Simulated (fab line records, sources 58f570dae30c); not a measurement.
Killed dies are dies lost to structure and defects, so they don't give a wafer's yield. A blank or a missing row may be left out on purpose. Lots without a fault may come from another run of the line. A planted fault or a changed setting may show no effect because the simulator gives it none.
Which tool did it? | flow berkeley_cmos170 | 8 lots, 24 wafers sampled, at 3 steps of a route of 331

WHAT THE GAUGES READ, wafer by wafer
UCB170_PFIELD_OVL_MEAS_06.
lot  | measured    | on         | PFIELD_OVL (nm)
L129 | day 6 03:49 | overlay-01 | 4 3 -8
L131 | day 6 20:53 | overlay-01 | 9 11 13
L137 | day 7 10:29 | overlay-02 | 7 -2 1
L136 | day 7 09:20 | overlay-02 | -3 -6 8
L139 | day 7 19:42 | overlay-02 | 1 7 0
L141 | day 8 09:08 | overlay-01 | 505 499 499 507 498 500
L145 | day 9 01:30 | overlay-01 | 1 3 3
L148 | day 9 12:01 | overlay-01 | 5 -3 2

WHICH TOOL RAN EACH LOT (tool, then ch and the chambers of the sampled wafers, then the start)
lot  | UCB170_PWELL_ETCH_14              | UCB170_PFIELD_EXPOSE_03
L129 | rie_diel-04 ch 1,3, day 4 15:37   | krf_scanner-02 ch 0, day 6 03:26
L131 | rie_diel-01 ch 0,2, day 5 05:50   | krf_scanner-01 ch 0, day 6 19:55
L137 | rie_diel-03 ch 0,1, day 5 16:37   | krf_scanner-01 ch 0, day 7 09:43
L136 | rie_diel-03 ch 0,2, day 5 17:15   | krf_scanner-02 ch 0, day 7 08:28
L139 | rie_diel-03 ch 0,3, day 6 12:39   | krf_scanner-01 ch 0, day 7 18:55
L141 | rie_diel-03 ch 0,1,3, day 6 20:05 | krf_scanner-01 ch 0, day 8 07:54
L145 | rie_diel-01 ch 0,2, day 7 09:29   | krf_scanner-02 ch 0, day 9 00:59
L148 | rie_diel-03 ch 0,1,2, day 7 21:45 | krf_scanner-02 ch 0, day 9 11:37
- UCB170_PWELL_ETCH_14: etches Si3N4 in CH3F/Ar/O2, stops on SiO2, target depth 242 nm, time 151 s.
- UCB170_PFIELD_EXPOSE_03: exposes mask PFIELD, target cd 1500 nm.

THE ANSWER, worked out from the rows above alone
Rule: what is usual is taken from the lots themselves. Put in order of their means at a reading, lots are off if they are a third of the lots or fewer, leave a main group of 4 or more, and stand apart from it by a gap of 3 or more times the standard deviation of the main group's means; of several such gaps the widest counts. A main group whose means are all the same, to the digits that the tables above print for the reading, isn't used. A lot without any number at a reading at which 4 lots or more have one is off too. The other lots that the step has rows for count as sound.
Off: L141, at UCB170_PFIELD_OVL_MEAS_06 (PFIELD_OVL). The main group: mean 3 nm, standard deviation 3.6.
A tool fits if, at a process step before that reading, it ran every lot that is off, and no sound lot after the first of them. The gauges at UCB170_PFIELD_OVL_MEAS_06 are tried like those tools. One fits: krf_scanner-01 at UCB170_PFIELD_EXPOSE_03. Its last sound lot is L139 (day 7 18:55), its first lot that is off L141 (day 8 07:54): a fault that began between those two fits.

WHAT THE SIMULATOR HAD PUT IN
Scanner matching overlay: krf_scanner-01, from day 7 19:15 on, at UCB170_PFIELD_EXPOSE_03. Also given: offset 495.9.
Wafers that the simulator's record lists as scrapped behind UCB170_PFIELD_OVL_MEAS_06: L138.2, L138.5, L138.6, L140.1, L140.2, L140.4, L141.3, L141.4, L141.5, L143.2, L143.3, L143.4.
Lots struck among those shown: L141. The rule above found the same.
